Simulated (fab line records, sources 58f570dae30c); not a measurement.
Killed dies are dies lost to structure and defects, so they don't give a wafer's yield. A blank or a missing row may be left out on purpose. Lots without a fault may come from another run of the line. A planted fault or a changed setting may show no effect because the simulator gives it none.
Chamber matching | flow berkeley_cmos170 | UCB170_M3_ETCH_17 on rie_diel-03: 4 sister chambers
The step etches BARC in N2/H2. 14 wafers are shown with their chamber, then 7 later ones without.

WAFERS WITH THEIR CHAMBER
wafer  | chamber | drypump_motor_current_A (A) | throttle_valve_pct (%) | oes_product_au (a.u.)
L893.1 | 2       | 5.7                         | 13.37                  | 1.001
L893.2 | 3       | 6.2                         | 13.32                  | 0.987
L893.4 | 0       | 5.5                         | 13.28                  | 1.038
L896.1 | 3       | 6.2                         | 13.28                  | 0.987
L896.4 | 1       | 4.7                         | 13.45                  | 0.979
L896.5 | 3       | 6.2                         | 13.30                  | 0.989
L897.1 | 0       | 5.5                         | 13.30                  | 1.039
L897.4 | 3       | 6.2                         | 13.31                  | 1.001
L897.6 | 3       | 6.2                         | 13.30                  | 0.985
L899.4 | 3       | 6.2                         | 13.32                  | 0.982
L899.5 | 3       | 6.2                         | 13.31                  | 0.993
L899.6 | 2       | 5.7                         | 13.37                  | 0.981
L898.1 | 3       | 6.2                         | 13.30                  | 0.995
L898.3 | 1       | 4.8                         | 13.47                  | 0.969

SIGNATURES (means of the wafers above)
reading                 | chamber 0 | chamber 1 | chamber 2 | chamber 3 | scatter within a chamber
drypump_motor_current_A | 5.500     | 4.750     | 5.700     | 6.200     | 0.0224
throttle_valve_pct      | 13.2900   | 13.4600   | 13.3700   | 13.3050   | 0.0126
oes_product_au          | 1.03850   | 0.97400   | 0.99100   | 0.98987   | 0.00717
Rule: a wafer's distance from a chamber is the root of the sum, over the readings, of the square of ((its reading less the chamber's mean) divided by the reading's scatter). The wafer belongs to the nearest chamber; if the next one is less than 2 further off, it can't be placed. The scatter: the root of (the sum of the squares of (reading less its chamber's mean) over the shown wafers, divided by (wafers less chambers)).

WAFERS WITHOUT THEIR CHAMBER
wafer  | drypump_motor_current_A (A) | throttle_valve_pct (%) | oes_product_au (a.u.)
L898.6 | 5.5                         | 13.29                  | 1.031
L904.2 | 4.7                         | 13.45                  | 0.984
L904.4 | 6.2                         | 13.31                  | 0.991
L904.6 | 5.7                         | 13.36                  | 0.989
L910.3 | 6.2                         | 13.33                  | 0.980
L910.4 | 5.5                         | 13.31                  | 0.984
L910.5 | 5.5                         | 13.29                  | 0.966

WHICH CHAMBER EACH WENT THROUGH
wafer  | from the rows above     | in truth
L898.6 | 0                       | 0
L904.2 | 1                       | 1
L904.4 | 3                       | 3
L904.6 | 2                       | 2
L910.3 | 3                       | 3
L910.4 | 0                       | 0
L910.5 | can't be placed: 0 or 2 | 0
Placed correctly: 6 of 7. Can't be placed from these rows: 1 (the true chamber is among the candidates in 1). Placed wrongly: 0.
